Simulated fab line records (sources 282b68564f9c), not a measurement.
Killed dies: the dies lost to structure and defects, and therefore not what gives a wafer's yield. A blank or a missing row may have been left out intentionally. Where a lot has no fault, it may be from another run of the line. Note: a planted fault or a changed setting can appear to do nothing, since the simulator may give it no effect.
A lot that was struck, set against a sound lot	flow rit cmos	22 out of 202 route steps
Sound: these wafers, L477.4, L477.5, L477.6. The struck wafers were L484.1, L484.4, L484.6. Last of all comes the cause.
Per side, at each step with rows, come the tool, then ch with its chambers, and then its first start. Under that, the readings that differ: sound wafers	struck wafers	difference of the means	sigmas: that difference in standard deviations of wafers without a fault.
alike: readings whose means differ by less than 2 such deviations, and words and numbers that are the same on both sides. not compared: withheld readings, readings that some wafer has no value for, bounds like >300 that may hide the same value, and numbers for which the record gives no deviation and whose values overlap.
A row with sigmas, a row that says differs or no value, or rows on one side alone: a step with any of these is where the two part. Numbers that have no deviation but don't overlap get no sigmas and don't part them. Lack of a reading on every wafer of one side parts them only where that side has two or more wafers.

first, 2 steps without rows for these wafers: RIT_NSD_HARDBAKE_07 (time 60 s); RIT_NSD_IMPLANT_08.
RIT_NSD_STRIP_09: strips in O2, time 180 s.
  sound on plasma asher-02 ch 0,1, day 4 09:53; struck on plasma asher-04 ch 0,1, day 5 21:04
  alike: drypump motor current A
  not compared: rf hours counter h
RIT_NSD_TW_MEAS_10:
  struck on film metro-03, day 5 21:14; sound on film metro-02, day 4 10:02
  alike: NSD_TW
then, 6 steps without rows for these wafers: RIT_PSD_HMDS_00 (prime time 60 s); RIT_PSD_COAT_01 (resist thk 1000 nm); RIT_PSD_SOFTBAKE_02 (time 60 s); RIT_PSD_EXPOSE_03 (exposes mask M10, target cd 40900 nm); RIT_PSD_PEB_04; RIT_PSD_DEVELOP_05 (develop time 50 s).
RIT_PSD_OVL_MEAS_06:
  struck on overlay-02, day 5 22:09; sound on overlay-02, day 4 10:59
  alike: PSD_OVL
then, 1 step without rows for these wafers: RIT_PSD_HARDBAKE_07 (time 60 s).
RIT_PSD_IMPLANT_08:
  sound on implanter-04 ch 0, day 4 11:14; struck on implanter-04 ch 0, day 5 22:20
  alike: end station pressure torr
RIT_PSD_STRIP_09: strips in O2, time 180 s.
  sound on plasma asher-02 ch 0,1, day 4 11:22; struck on plasma asher-01 ch 0,1, day 5 22:29
  alike: drypump motor current A
  not compared: rf hours counter h
RIT_PSD_TW_MEAS_10:
  struck on film metro-03, day 5 22:40; sound on film metro-03, day 4 11:31
reading	sound	struck	difference	sigmas
PSD_TW	3454 3441 3457	3373 3380 3388	-70	-4
then, 3 steps without rows for these wafers: RIT_SDANNEAL_CLEAN_00 (cleans in SC1, time 600 s); RIT_SDANNEAL_CLEAN_01 (cleans in dHF, time 30 s); RIT_SDANNEAL_CLEAN_02 (cleans in SC2, time 600 s).
RIT_SDANNEAL_RTA_03: time 5 s.
  sound on rtp anneal-02 ch 0, day 4 11:58; struck on rtp anneal-01 ch 0, day 5 23:06
  alike: wafer_temp_C_max
RIT_SDANNEAL_RS_MEAS_04: uses a four-point probe to measure.
  struck on film metro-03, day 5 23:10; sound on film metro-04, day 4 12:04
reading	sound	struck	difference	sigmas
PSD_RS (ohm/sq)	116.2 116.6 116.5	118.9 118.9 118.9	+2.5	+7
RIT_SDANNEAL_RS_MEAS_05: uses a four-point probe to measure.
  struck on film metro-03, day 5 23:17; sound on film metro-04, day 4 12:11
  alike: NSD_RS
RIT_M1_PROBE_99:
  struck on prober-02, day 6 06:31; sound on prober-01, day 4 20:00
reading	sound	struck	difference	sigmas
model.etest.contact pplus.end ohm um	44.52 44.73 45.08	53.1 50.05 51.99	+6.9	
model.etest.vpnp.gain	1.049 1.043 1.02	0.9454 0.9573 0.9751	-0.0781	
  alike: killed at front end, killed dies, killed open, killed short
  not compared: model.etest.cap p gate.vfb v

## WHERE THEY PART
First at RIT_PSD_TW_MEAS_10; last, within this record, at RIT_SDANNEAL_RS_MEAS_04. Later steps at which nothing parts them and some readings are alike: RIT_SDANNEAL_RS_MEAS_05, RIT_M1_PROBE_99.

WHY: what had been put in by the simulator
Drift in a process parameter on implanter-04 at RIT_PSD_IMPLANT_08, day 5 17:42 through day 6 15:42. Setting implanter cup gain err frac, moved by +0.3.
